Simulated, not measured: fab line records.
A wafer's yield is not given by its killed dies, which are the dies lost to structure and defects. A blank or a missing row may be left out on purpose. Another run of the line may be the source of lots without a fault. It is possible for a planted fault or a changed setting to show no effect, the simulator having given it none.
Split-lot experiment ; flow berkeley-cmos170 ; 23 wafers read across 5 lots, on a route 331 steps long

== THE SPLIT ==
At UCB170_GATE_OXIDATION_01 (target thk 6.6 nm, ox time 1800 s), the setting temp-c was moved away from the recipe's 850 C on 20 of the 23 wafers read, by -2.6% to +2.8%. For the rest of the wafers, this setting stayed at what the recipe calls for.

There is no step in the file separating the split from the reading.

== THE READING ==
GATE_OXIDE_THK in nanometres, read at UCB170_GATE_THK_MEAS_02. Fault-free wafers of this fab line usually give 6.54 nm, standard deviation 0.15 nm.

wafer;tool, chamber at the split;temp-c as run, C;against the recipe;GATE_OXIDE_THK, nm;against lot-mates on the recipe
L076.1;furnace-01, 0;850;recipe;6.58;-
L076.5;furnace-01, 0;850;recipe;6.56;-
L076.6;furnace-01, 0;850;recipe;6.43;-
L080.1;-, -;828.1;-2.6%;4.92;no lot-mate on the recipe
L080.2;-, -;828.1;-2.6%;4.91;no lot-mate on the recipe
L080.3;-, -;828.1;-2.6%;4.91;no lot-mate on the recipe
L080.4;-, -;828.1;-2.6%;4.92;no lot-mate on the recipe
L080.5;-, -;828.1;-2.6%;4.94;no lot-mate on the recipe
L082.1;-, -;841.5;-1.0%;5.58;no lot-mate on the recipe
L082.2;-, -;841.5;-1.0%;5.65;no lot-mate on the recipe
L082.4;-, -;841.5;-1.0%;5.77;no lot-mate on the recipe
L082.5;-, -;841.5;-1.0%;5.65;no lot-mate on the recipe
L082.6;-, -;841.5;-1.0%;5.69;no lot-mate on the recipe
L081.2;-, -;839.2;-1.3%;5.70;no lot-mate on the recipe
L081.3;-, -;839.2;-1.3%;5.70;no lot-mate on the recipe
L081.4;-, -;839.2;-1.3%;5.59;no lot-mate on the recipe
L081.5;-, -;839.2;-1.3%;5.71;no lot-mate on the recipe
L081.6;-, -;839.2;-1.3%;5.57;no lot-mate on the recipe
L085.1;-, -;874.1;+2.8%;8.96;no lot-mate on the recipe
L085.2;-, -;874.1;+2.8%;9.00;no lot-mate on the recipe
L085.4;-, -;874.1;+2.8%;9.00;no lot-mate on the recipe
L085.5;-, -;874.1;+2.8%;8.99;no lot-mate on the recipe
L085.6;-, -;874.1;+2.8%;9.01;no lot-mate on the recipe

THE FIT
A straight line over all 23 wafers: GATE_OXIDE_THK changes by +0.775 nm for each +1% of temp-c; r = +0.99; the points scatter about the line by 0.19 nm.
Too few moved wafers have a lot-mate on the recipe to fit a line with each lot's own level taken away.

== THE WHOLE CHAIN: every reading that the file lists as answering this split, in the file's order ==
step;what it does;reading;change (the file's fit);r (the file's)
UCB170_GATE_OXIDATION_01;target thk 6.6 nm, ox time 1800 s;SiO2_of_GATE_OXIDATION_01.thk-nm (the simulator's own value, which no gauge read);+0.77 nm for each +1% of the setting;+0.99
UCB170_GATE_THK_MEAS_02;;GATE_OXIDE_THK;+0.775 for each +1% of the setting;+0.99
UCB170_GATE_ETCH_15;etches poly-Si in HBr/Cl2, stops on SiO2, time 56.3 s, target depth 278.2 nm;SiO2_of_GATE_OXIDATION_01.thk-nm (the simulator's own value, which no gauge read);+0.752 nm for each +1% of the setting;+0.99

== THE FILE'S OWN FIT ==
GATE_OXIDE_THK changes by +0.775 nm for each +1% of temp-c, r = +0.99.
